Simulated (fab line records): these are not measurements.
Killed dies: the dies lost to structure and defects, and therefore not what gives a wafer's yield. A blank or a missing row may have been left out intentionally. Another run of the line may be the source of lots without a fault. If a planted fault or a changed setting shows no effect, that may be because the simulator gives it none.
Split-lot study :: flow rit_cmos :: 5 lots, 23 wafers read, on a route of 202 steps

## THE SPLIT ITSELF
At RIT_PLDD_IMPLANT_08, the setting energy_kev was moved away from the recipe's 20 on 4 of the 23 wafers read, by -1.8% to +5.4%. All remaining wafers had this setting at the recipe value.

The split's own step is where the reading is taken.

## THE READING
implant.drp_nm (the simulator's own value, which no gauge read), in nm, at RIT_PLDD_IMPLANT_08. The file gives no usual value for it.

wafer: L076.1
tool, chamber at the split: implanter-03, 0
energy_kev as run: 20
against the recipe: recipe
implant.drp_nm, nm: 9.752
against lot-mates on the recipe: -

wafer: L076.2
tool, chamber at the split: implanter-03, 0
energy_kev as run: 20
against the recipe: recipe
implant.drp_nm, nm: 9.752
against lot-mates on the recipe: -

wafer: L076.3
tool, chamber at the split: implanter-03, 0
energy_kev as run: 20
against the recipe: recipe
implant.drp_nm, nm: 9.752
against lot-mates on the recipe: -

wafer: L076.4
tool, chamber at the split: implanter-03, 0
energy_kev as run: 20
against the recipe: recipe
implant.drp_nm, nm: 9.752
against lot-mates on the recipe: -

wafer: L076.6
tool, chamber at the split: implanter-03, 0
energy_kev as run: 20
against the recipe: recipe
implant.drp_nm, nm: 9.752
against lot-mates on the recipe: -

wafer: L078.2
tool, chamber at the split: implanter-02, 0
energy_kev as run: 20
against the recipe: recipe
implant.drp_nm, nm: 9.752
against lot-mates on the recipe: -

wafer: L078.3
tool, chamber at the split: implanter-02, 0
energy_kev as run: 20
against the recipe: recipe
implant.drp_nm, nm: 9.752
against lot-mates on the recipe: -

wafer: L078.4
tool, chamber at the split: implanter-02, 0
energy_kev as run: 20
against the recipe: recipe
implant.drp_nm, nm: 9.752
against lot-mates on the recipe: -

wafer: L079.1
tool, chamber at the split: implanter-03, 0
energy_kev as run: 20
against the recipe: recipe
implant.drp_nm, nm: 9.752
against lot-mates on the recipe: -

wafer: L079.3
tool, chamber at the split: implanter-03, 0
energy_kev as run: 20
against the recipe: recipe
implant.drp_nm, nm: 9.752
against lot-mates on the recipe: -

wafer: L079.5
tool, chamber at the split: implanter-03, 0
energy_kev as run: 20
against the recipe: recipe
implant.drp_nm, nm: 9.752
against lot-mates on the recipe: -

wafer: L079.2
tool, chamber at the split: implanter-03, 0
energy_kev as run: 21.08
against the recipe: +5.4%
implant.drp_nm, nm: 10.12
against lot-mates on the recipe: +0.368

wafer: L079.6
tool, chamber at the split: implanter-03, 0
energy_kev as run: 21.08
against the recipe: +5.4%
implant.drp_nm, nm: 10.12
against lot-mates on the recipe: +0.368

wafer: L084.2
tool, chamber at the split: implanter-03, 0
energy_kev as run: 20
against the recipe: recipe
implant.drp_nm, nm: 9.752
against lot-mates on the recipe: -

wafer: L084.4
tool, chamber at the split: implanter-03, 0
energy_kev as run: 20
against the recipe: recipe
implant.drp_nm, nm: 9.752
against lot-mates on the recipe: -

wafer: L084.6
tool, chamber at the split: implanter-03, 0
energy_kev as run: 20
against the recipe: recipe
implant.drp_nm, nm: 9.752
against lot-mates on the recipe: -

wafer: L084.3
tool, chamber at the split: implanter-03, 0
energy_kev as run: 19.64
against the recipe: -1.8%
implant.drp_nm, nm: 9.628
against lot-mates on the recipe: -0.124

wafer: L084.5
tool, chamber at the split: implanter-03, 0
energy_kev as run: 19.64
against the recipe: -1.8%
implant.drp_nm, nm: 9.628
against lot-mates on the recipe: -0.124

wafer: L085.2
tool, chamber at the split: implanter-02, 0
energy_kev as run: 20
against the recipe: recipe
implant.drp_nm, nm: 9.752
against lot-mates on the recipe: -

wafer: L085.3
tool, chamber at the split: implanter-02, 0
energy_kev as run: 20
against the recipe: recipe
implant.drp_nm, nm: 9.752
against lot-mates on the recipe: -

wafer: L085.4
tool, chamber at the split: implanter-02, 0
energy_kev as run: 20
against the recipe: recipe
implant.drp_nm, nm: 9.752
against lot-mates on the recipe: -

wafer: L085.5
tool, chamber at the split: implanter-02, 0
energy_kev as run: 20
against the recipe: recipe
implant.drp_nm, nm: 9.752
against lot-mates on the recipe: -

wafer: L085.6
tool, chamber at the split: implanter-02, 0
energy_kev as run: 20
against the recipe: recipe
implant.drp_nm, nm: 9.752
against lot-mates on the recipe: -

THE FIT
A straight line over all 23 wafers: implant.drp_nm changes by +0.0682 nm for each +1% of energy_kev; r = +1.00; the points scatter about the line by 0.00036 nm.
The same after taking each lot's own level away (the mean of its wafers on the recipe; 23 wafers): +0.0682 nm for each +1%; r = +1.00; scatter 0.00036 nm.
On that fit, the largest move of energy_kev shifts the reading by 0.37 nm.
The lots' own levels span 9.7520 to 9.7520 nm.
Consequently the slope shifts little with the lot-to-lot level, the two slopes agreeing.
Check: for one of the wafers moved furthest among these (+5.4%), held out of the fit, the line's prediction against its lot-mates is +0.369 nm. Against them it came out at +0.368 nm.

## OTHER SPLITS APPLIED TO THESE WAFERS
Note: prior to the reading, these wafers also went through further splits. Each is held against what the fit with the lots' levels taken away leaves over:
other split on the same wafers: RIT_PRETRO_IMPLANT_08 dose_cm2
wafers away from the commonest value: 12
r with implant.drp_nm (lot level and that fit taken away): -0.21

other split on the same wafers: RIT_GATE_OXIDATION_05 temp_c
wafers away from the commonest value: 18
r with implant.drp_nm (lot level and that fit taken away): +0.00

other split on the same wafers: RIT_GATE_COAT_11 resist_thk_nm
wafers away from the commonest value: 8
r with implant.drp_nm (lot level and that fit taken away): -0.18

other split on the same wafers: RIT_REOX_OXIDATION_03 ox_time_s
wafers away from the commonest value: 10
r with implant.drp_nm (lot level and that fit taken away): +0.49

## THE WHOLE CHAIN: every reading that the file lists as answering this split, in the file's order
step: RIT_PLDD_IMPLANT_08
what it does: 
reading: implant.rp_nm (the simulator's own value, which no gauge read)
change (the file's fit): +0.137 nm for each +1% of the setting
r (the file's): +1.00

step: RIT_PLDD_IMPLANT_08
what it does: 
reading: implant.drp_nm (the simulator's own value, which no gauge read)
change (the file's fit): +0.068 nm for each +1% of the setting
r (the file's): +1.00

## THE FILE'S OWN FIT
implant.drp_nm changes by +0.068 nm for each +1% of energy_kev, r = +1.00.
